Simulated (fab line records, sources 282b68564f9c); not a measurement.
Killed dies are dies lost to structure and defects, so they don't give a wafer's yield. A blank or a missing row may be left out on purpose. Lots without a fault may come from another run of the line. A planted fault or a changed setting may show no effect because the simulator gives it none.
Which tool did it? | flow rit_cmos | 6 lots, 18 wafers sampled, at 2 steps of a route of 202

WHAT THE GAUGES READ, wafer by wafer
RIT_SILICIDE_RS_MEAS_02: measures by four-point-probe.
lot  | measured    | on            | SILICIDE_TI_RS (ohm/sq)
L851 | day 3 13:05 | film_metro-02 | 48.0 48.3 48.2
L855 | day 4 06:39 | film_metro-03 | 46.9 47.8 48.1
L860 | day 5 10:14 | film_metro-03 | 40.9 41.3 41.2
L863 | day 6 01:10 | film_metro-04 | 47.5 47.3 47.0
L867 | day 6 19:50 | film_metro-03 | 48.0 48.2 48.4
L871 | day 7 12:47 | film_metro-04 | 47.1 47.3 47.1

WHICH TOOL RAN EACH LOT (tool, then ch and the chambers of the sampled wafers, then the start)
lot  | RIT_SILICIDE_SPUTTER_01
L851 | pvd_sputter-04, day 3 12:56
L855 | pvd_sputter-04, day 4 06:30
L860 | pvd_sputter-04, day 5 10:01
L863 | pvd_sputter-01, day 6 01:01
L867 | pvd_sputter-03, day 6 19:41
L871 | pvd_sputter-01, day 7 12:38
- RIT_SILICIDE_SPUTTER_01: material Ti, target thk 30 nm, time 240 s.

THE ANSWER, worked out from the rows above alone
Rule: what is usual is taken from the lots themselves. Put in order of their means at a reading, lots are off if they are a third of the lots or fewer, leave a main group of 4 or more, and stand apart from it by a gap of 3 or more times the standard deviation of the main group's means; of several such gaps the widest counts. A main group whose means are all the same, to the digits that the tables above print for the reading, isn't used. A lot without any number at a reading at which 4 lots or more have one is off too. The other lots that the step has rows for count as sound.
Off: L860, at RIT_SILICIDE_RS_MEAS_02 (SILICIDE_TI_RS). The main group: mean 47.7 ohm/sq, standard deviation 0.44.
A tool fits if, at a process step before that reading, it ran every lot that is off, and no sound lot after the first of them. The gauges at RIT_SILICIDE_RS_MEAS_02 are tried like those tools. One fits: pvd_sputter-04 at RIT_SILICIDE_SPUTTER_01. Its last sound lot is L855 (day 4 06:30), its first lot that is off L860 (day 5 10:01): a fault that began between those two fits.

WHAT THE SIMULATOR HAD PUT IN
Process parameter drift: pvd_sputter-04, from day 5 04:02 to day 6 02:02, at RIT_SILICIDE_SPUTTER_01. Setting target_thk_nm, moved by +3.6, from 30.
Lots struck among those shown: L860. The rule above found the same.
